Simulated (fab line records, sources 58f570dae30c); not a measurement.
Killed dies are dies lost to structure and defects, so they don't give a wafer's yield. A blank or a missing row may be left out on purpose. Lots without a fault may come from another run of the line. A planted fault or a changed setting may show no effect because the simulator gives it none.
Which tool did it? | flow berkeley_cmos170 | 7 lots, 21 wafers sampled, at 1 step of a route of 331

WHAT THE GAUGES READ, wafer by wafer
UCB170_PWELL_OVL_MEAS_13.
lot  | measured    | on         | PWELL_OVL (nm)
L653 | day 3 13:15 | overlay-01 | -5 -6 -2
L657 | day 4 06:33 | overlay-01 | -10 -11 -6
L660 | day 4 13:25 | overlay-01 | -6 -13 -16
L666 | day 6 01:05 | overlay-01 | 0 -5 1
L670 | day 6 15:12 | overlay-01 | -1 -4 -6
L672 | day 7 05:22 | overlay-02 | -2 -3 1
L673 | day 7 10:05 | overlay-02 | -1 -10 -8

WHICH TOOL RAN EACH LOT (tool, then ch and the chambers of the sampled wafers, then the start)
The record holds no process step before these readings.

THE ANSWER, worked out from the rows above alone
Rule: what is usual is taken from the lots themselves. Put in order of their means at a reading, lots are off if they are a third of the lots or fewer, leave a main group of 4 or more, and stand apart from it by a gap of 3 or more times the standard deviation of the main group's means; of several such gaps the widest counts. A main group whose means are all the same, to the digits that the tables above print for the reading, isn't used. A lot without any number at a reading at which 4 lots or more have one is off too. The other lots that the step has rows for count as sound.
No lot is off at any reading shown: from this, nothing can be told.

WHAT THE SIMULATOR HAD PUT IN
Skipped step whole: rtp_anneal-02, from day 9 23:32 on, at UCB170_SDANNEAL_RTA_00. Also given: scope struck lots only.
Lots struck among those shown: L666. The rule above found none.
